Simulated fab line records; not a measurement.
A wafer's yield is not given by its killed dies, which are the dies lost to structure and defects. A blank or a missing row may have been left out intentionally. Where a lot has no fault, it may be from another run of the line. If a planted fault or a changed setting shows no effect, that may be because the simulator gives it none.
Which tool did it? :: flow rit-cmos :: 42 wafers from 14 lots sampled at 2 of the route's 202 steps

== WHAT THE GAUGES SHOWED, per wafer ==
RIT_SPACER_THK_MEAS_04.
lot: L755
measured: day 3 03:14
on: film-metro-02
SPACER_NITRIDE_THK (nm): 253.4 253.6 253.3

lot: L757
measured: day 3 09:30
on: film-metro-03
SPACER_NITRIDE_THK (nm): 251.5 249.6 252.4

lot: L758
measured: day 3 13:20
on: film-metro-01
SPACER_NITRIDE_THK (nm): 249.1 249.1 250.4

lot: L760
measured: day 4 02:01
on: film-metro-03
SPACER_NITRIDE_THK (nm): 254.7 255.0 254.0

lot: L761
measured: day 4 11:19
on: film-metro-03
SPACER_NITRIDE_THK (nm): 247.4 249.3 248.5

lot: L762
measured: day 4 15:10
on: film-metro-01
SPACER_NITRIDE_THK (nm): 253.6 251.4 252.0

lot: L763
measured: day 4 15:11
on: film-metro-02
SPACER_NITRIDE_THK (nm): 249.5 250.2 249.1

lot: L766
measured: day 5 11:05
on: film-metro-03
SPACER_NITRIDE_THK (nm): 252.9 250.5 252.2

lot: L767
measured: day 5 13:55
on: film-metro-02
SPACER_NITRIDE_THK (nm): 250.1 251.0 246.8

lot: L768
measured: day 5 21:38
on: film-metro-01
SPACER_NITRIDE_THK (nm): 252.4 256.9 253.8

lot: L770
measured: day 6 03:15
on: film-metro-02
SPACER_NITRIDE_THK (nm): 253.5 254.7 254.3

lot: L771
measured: day 6 08:20
on: film-metro-02
SPACER_NITRIDE_THK (nm): 421.4 422.8 421.8

lot: L773
measured: day 6 23:47
on: film-metro-01
SPACER_NITRIDE_THK (nm): 422.8 421.9 421.4

lot: L778
measured: day 7 21:24
on: film-metro-03
SPACER_NITRIDE_THK (nm): 252.1 253.8 250.4

== EACH LOT AND THE TOOL THAT RAN IT (in order: tool; ch and the chambers of the sampled wafers; start) ==
lot: L755
RIT_SPACER_CVD_03: lpcvd-01 ch 1, day 3 00:22

lot: L757
RIT_SPACER_CVD_03: lpcvd-01 ch 1, day 3 07:35

lot: L758
RIT_SPACER_CVD_03: lpcvd-01 ch 1, day 3 11:23

lot: L760
RIT_SPACER_CVD_03: lpcvd-01 ch 1, day 4 00:06

lot: L761
RIT_SPACER_CVD_03: lpcvd-02 ch 1, day 4 09:23

lot: L762
RIT_SPACER_CVD_03: lpcvd-01 ch 0, day 4 13:15

lot: L763
RIT_SPACER_CVD_03: lpcvd-01 ch 1, day 4 13:15

lot: L766
RIT_SPACER_CVD_03: lpcvd-01 ch 1, day 5 08:11

lot: L767
RIT_SPACER_CVD_03: lpcvd-02 ch 0, day 5 11:59

lot: L768
RIT_SPACER_CVD_03: lpcvd-01 ch 1, day 5 19:43

lot: L770
RIT_SPACER_CVD_03: lpcvd-02 ch 0, day 6 01:20

lot: L771
RIT_SPACER_CVD_03: lpcvd-01 ch 0, day 6 06:25

lot: L773
RIT_SPACER_CVD_03: lpcvd-01 ch 0, day 6 21:51

lot: L778
RIT_SPACER_CVD_03: lpcvd-02 ch 1, day 7 19:29
- RIT_SPACER_CVD_03: deposits Si3N4 from SiH2Cl2/NH3, target thk 250 nm, time 3300 s.

== AS READ BY THE TOOLS THEMSELVES (means over the sampled wafers that have a number; for cases with no such wafer, the mark the record gives instead) ==
RIT_SPACER_CVD_03.
lot: L755
tool: lpcvd-01
sih2cl2-flow-sccm (sccm): 60.17
spike-tc-centre-C (C): 811.8
spike-tc-load-C (C): 837.9
spike-tc-source-C (C): 834.3
susceptor-temp-C (C): 810.2
zone-power-load-pct (%): 23.0
zone-power-source-pct (%): 19.4

lot: L757
tool: lpcvd-01
sih2cl2-flow-sccm (sccm): 59.80
spike-tc-centre-C (C): 811.5
spike-tc-load-C (C): 838.5
spike-tc-source-C (C): 833.3
susceptor-temp-C (C): 809.9
zone-power-load-pct (%): 23.1
zone-power-source-pct (%): 19.5

lot: L758
tool: lpcvd-01
sih2cl2-flow-sccm (sccm): 60.18
spike-tc-centre-C (C): 812.0
spike-tc-load-C (C): 839.6
spike-tc-source-C (C): 833.0
susceptor-temp-C (C): 810.3
zone-power-load-pct (%): 23.0
zone-power-source-pct (%): 19.7

lot: L760
tool: lpcvd-01
sih2cl2-flow-sccm (sccm): 60.07
spike-tc-centre-C (C): 811.8
spike-tc-load-C (C): 838.8
spike-tc-source-C (C): 833.9
susceptor-temp-C (C): 810.0
zone-power-load-pct (%): 22.9
zone-power-source-pct (%): 19.4

lot: L761
tool: lpcvd-02
sih2cl2-flow-sccm (sccm): 59.95
spike-tc-centre-C (C): 809.9
spike-tc-load-C (C): 833.4
spike-tc-source-C (C): 831.1
susceptor-temp-C (C): 809.6
zone-power-load-pct (%): 23.2
zone-power-source-pct (%): 23.0

lot: L762
tool: lpcvd-01
sih2cl2-flow-sccm (sccm): 59.93
spike-tc-centre-C (C): 811.1
spike-tc-load-C (C): 836.7
spike-tc-source-C (C): 830.6
susceptor-temp-C (C): 810.0
zone-power-load-pct (%): 22.2
zone-power-source-pct (%): 22.0

lot: L763
tool: lpcvd-01
sih2cl2-flow-sccm (sccm): 60.31
spike-tc-centre-C (C): 812.2
spike-tc-load-C (C): 838.5
spike-tc-source-C (C): 834.5
susceptor-temp-C (C): 810.3
zone-power-load-pct (%): 23.0
zone-power-source-pct (%): 19.7

lot: L766
tool: lpcvd-01
sih2cl2-flow-sccm (sccm): 60.05
spike-tc-centre-C (C): 812.4
spike-tc-load-C (C): 837.9
spike-tc-source-C (C): 833.4
susceptor-temp-C (C): 810.1
zone-power-load-pct (%): 23.1
zone-power-source-pct (%): 19.6

lot: L767
tool: lpcvd-02
sih2cl2-flow-sccm (sccm): 60.30
spike-tc-centre-C (C): 810.9
spike-tc-load-C (C): 835.2
spike-tc-source-C (C): 835.5
susceptor-temp-C (C): 809.9
zone-power-load-pct (%): 22.4
zone-power-source-pct (%): 19.8

lot: L768
tool: lpcvd-01
sih2cl2-flow-sccm (sccm): 60.03
spike-tc-centre-C (C): 811.6
spike-tc-load-C (C): 838.7
spike-tc-source-C (C): 833.7
susceptor-temp-C (C): 810.3
zone-power-load-pct (%): 23.0
zone-power-source-pct (%): 19.6

lot: L770
tool: lpcvd-02
sih2cl2-flow-sccm (sccm): 60.14
spike-tc-centre-C (C): 811.4
spike-tc-load-C (C): 835.1
spike-tc-source-C (C): 835.9
susceptor-temp-C (C): 809.7
zone-power-load-pct (%): 22.5
zone-power-source-pct (%): 19.8

lot: L771
tool: lpcvd-01
sih2cl2-flow-sccm (sccm): 59.96
spike-tc-centre-C (C): 931.5
spike-tc-load-C (C): 960.1
spike-tc-source-C (C): 952.4
susceptor-temp-C (C): 930.1
zone-power-load-pct (%): 30.4
zone-power-source-pct (%): 30.3

lot: L773
tool: lpcvd-01
sih2cl2-flow-sccm (sccm): 60.14
spike-tc-centre-C (C): 930.7
spike-tc-load-C (C): 958.9
spike-tc-source-C (C): 951.6
susceptor-temp-C (C): 931.1
zone-power-load-pct (%): 30.4
zone-power-source-pct (%): 30.1

lot: L778
tool: lpcvd-02
sih2cl2-flow-sccm (sccm): 59.88
spike-tc-centre-C (C): 809.5
spike-tc-load-C (C): 833.2
spike-tc-source-C (C): 831.1
susceptor-temp-C (C): 809.6
zone-power-load-pct (%): 23.3
zone-power-source-pct (%): 23.3

== THE ANSWER, worked out from the rows above alone ==
Rule: what is usual is taken from the lots themselves. Put in order of their means at a reading, lots are off if they are a third of the lots or fewer, leave a main group of 4 or more, and stand apart from it by a gap of 3 or more times the standard deviation of the main group's means; of several such gaps the widest counts. A main group is skipped when, at the precision printed for the reading in the tables above, its means are all equal. A lot without any number at a reading at which 4 lots or more have one is off too. Where the step has rows for the other lots, those lots are counted as sound. The gauges are gone through in route order, then the tools' own readings, and for those a lot's mean is taken as printed above. The first step at which some lot is off is used, and at that step the reading that is off furthest; a lot without a number counts as furthest.
Off: L771, L773, seen at RIT_SPACER_THK_MEAS_04 (SPACER_NITRIDE_THK). Mean 251.7 nm and standard deviation 2.1 in the main group.
A tool fits if, at a process step before that reading, it ran every lot that is off, and no sound lot after the first of them. The gauges at RIT_SPACER_THK_MEAS_04 aren't tried: what is off there is off at RIT_SPACER_CVD_03 too, on other tools, and a gauge's error can't cause that. One fits: lpcvd-01 at RIT_SPACER_CVD_03. A fault onset in the window from L768 (day 5 19:43, its last sound lot) to L771 (day 6 06:25, its first lot off) fits.
The tool's own readings at RIT_SPACER_CVD_03 bear it out: on the lots that are off they differ by more than 5 times the standard deviation of the sound lots' means. spike-tc-centre-C reads 931.1 C there against 811.3 C on the sound lots; spike-tc-load-C reads 959.5 C there against 837.0 C on the sound lots; spike-tc-source-C reads 952.0 C there against 833.4 C on the sound lots; susceptor-temp-C reads 930.6 C there against 810.0 C on the sound lots; zone-power-load-pct reads 30.4 % there against 22.9 % on the sound lots; zone-power-source-pct reads 30.2 % there against 20.4 % on the sound lots.

== WHAT HAD BEEN PUT IN BY THE SIMULATOR ==
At RIT_SPACER_CVD_03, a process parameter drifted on lpcvd-01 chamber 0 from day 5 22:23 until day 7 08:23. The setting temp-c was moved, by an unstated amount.
Shown lots that were struck: L771, L773. The rule above reached the same finding.
